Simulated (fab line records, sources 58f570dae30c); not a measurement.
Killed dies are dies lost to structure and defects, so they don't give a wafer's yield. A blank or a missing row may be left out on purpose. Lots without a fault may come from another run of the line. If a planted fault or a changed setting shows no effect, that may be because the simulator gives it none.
Which of the tools did it? + flow berkeley cmos170 + Sampling: 13 lots, 39 wafers, 3 of 331 route steps

== WHAT THE GAUGES READ, wafer by wafer ==
UCB170_V1_CD_MEAS_90: the cd target is 700 nm. Usual: cd nm at 700.2 nm, with a standard deviation of 1.6.
| lot  | measured     | on        | cd nm (nm)        | flag |
|------|--------------|-----------|-------------------|------|
| L890 | day 8 01:09  | cd sem-02 | 700.6 701.5 700.3 |      |
| L891 | day 8 15:49  | cd sem-01 | 698.6 701.0 698.1 |      |
| L892 | day 8 23:41  | cd sem-01 | 698.8 699.5 701.3 |      |
| L893 | day 9 03:37  | cd sem-02 | 699.5 696.6 699.6 |      |
| L897 | day 9 23:48  | cd sem-01 | 699.3 700.5 700.6 |      |
| L898 | day 10 09:04 | cd sem-02 | 701.7 700.8 701.8 |      |
| L901 | day 11 03:35 | cd sem-01 | 696.7 699.8 700.0 |      |
| L906 | day 11 11:47 | cd sem-02 | 697.9 698.1 699.5 |      |
| L903 | day 11 12:46 | cd sem-01 | 701.0 702.3 701.4 |      |
| L908 | day 12 02:20 | cd sem-02 | 699.0 699.3 699.6 |      |
| L907 | day 12 03:01 | cd sem-02 | 700.6 699.2 701.4 |      |
| L909 | day 12 14:05 | cd sem-01 | 697.7 698.4 700.0 |      |
| L911 | day 12 18:02 | cd sem-02 | 702.7 698.9 698.7 |      |

UCB170_M2_OVL_MEAS_16. Usual: M2_OVL typically reads -2 nm, with standard deviation 5.6.
| lot  | measured     | on         | M2_OVL (nm) | flag |
|------|--------------|------------|-------------|------|
| L890 | day 8 03:30  | overlay-02 | -1 -2 0     |      |
| L891 | day 8 18:05  | overlay-01 | 6 6 9       |      |
| L892 | day 9 01:58  | overlay-02 | -9 -9 -7    |      |
| L893 | day 9 07:09  | overlay-01 | 0 7 9       |      |
| L897 | day 10 02:23 | overlay-01 | -1 7 -2     |      |
| L898 | day 10 12:34 | overlay-01 | 3 3 4       |      |
| L901 | day 11 06:04 | overlay-02 | -1 -2 8     |      |
| L906 | day 11 15:19 | overlay-01 | -8 -2 -6    |      |
| L903 | day 11 15:47 | overlay-01 | 2 3 -5      |      |
| L908 | day 12 04:46 | overlay-02 | -4 -4 1     |      |
| L907 | day 12 05:43 | overlay-02 | -7 -6 -6    |      |
| L909 | day 12 17:25 | overlay-02 | -1 0 -1     |      |
| L911 | day 12 20:36 | overlay-02 | -10 -10 -9  |      |

UCB170_V2_OVL_MEAS_13. Usual: V2_OVL typically reads 2 nm, with standard deviation 4.9.
| lot  | measured     | on         | V2_OVL (nm) | flag |
|------|--------------|------------|-------------|------|
| L890 | day 8 05:57  | overlay-02 | 5 4 7       |      |
| L891 | day 8 20:55  | overlay-02 | -3 -11 -3   |      |
| L892 | day 9 04:26  | overlay-02 | 0 -3 -3     |      |
| L893 | day 9 09:37  | overlay-02 | 6 7 4       |      |
| L897 | day 10 05:27 | overlay-01 | -4 -4 1     |      |
| L898 | day 10 15:21 | overlay-02 | 5 1 0       |      |
| L901 | day 11 08:32 | overlay-01 | 10 0 1      |      |
| L906 | day 11 22:02 | overlay-01 | 0 3 4       |      |
| L903 | day 11 22:52 | overlay-02 | 0 -7 -2     |      |
| L908 | day 12 07:46 | overlay-02 | 4 8 4       |      |
| L907 | day 12 08:30 | overlay-01 | 0 -2 -7     |      |
| L909 | day 12 19:57 | overlay-01 | 1 7 11      |      |
| L911 | day 13 00:02 | overlay-01 | 10 3 2      |      |

== WHAT TOOL EACH LOT RAN ON (gives the tool, then ch and the chambers of the sampled wafers, and finally the start) ==
The record holds no process step before these readings.

== WHAT THE TOOLS THEMSELVES READ (means of the sampled wafers that have a number; where no wafer has one, the mark that the record gives instead) ==
The record holds no such reading with a usual standard deviation.

== THE ANSWER, worked out from the rows above alone ==
Rule: a lot counts as off when the mean over its wafers that have a number is more than 3 standard deviations away from the usual mean. A lot without any number at a reading at which 4 lots or more have one is off too. Any other lot the step has rows for is counted as sound. Order of review: gauges by route order, followed by the tools' own readings, for which a lot's mean as printed above is used. The first step at which some lot is off is used, and at that step the reading that is off furthest; a lot without a number counts as furthest.
Nothing can be told from this: no lot is off at any reading shown.

== WHAT WAS PUT IN BY THE SIMULATOR ==
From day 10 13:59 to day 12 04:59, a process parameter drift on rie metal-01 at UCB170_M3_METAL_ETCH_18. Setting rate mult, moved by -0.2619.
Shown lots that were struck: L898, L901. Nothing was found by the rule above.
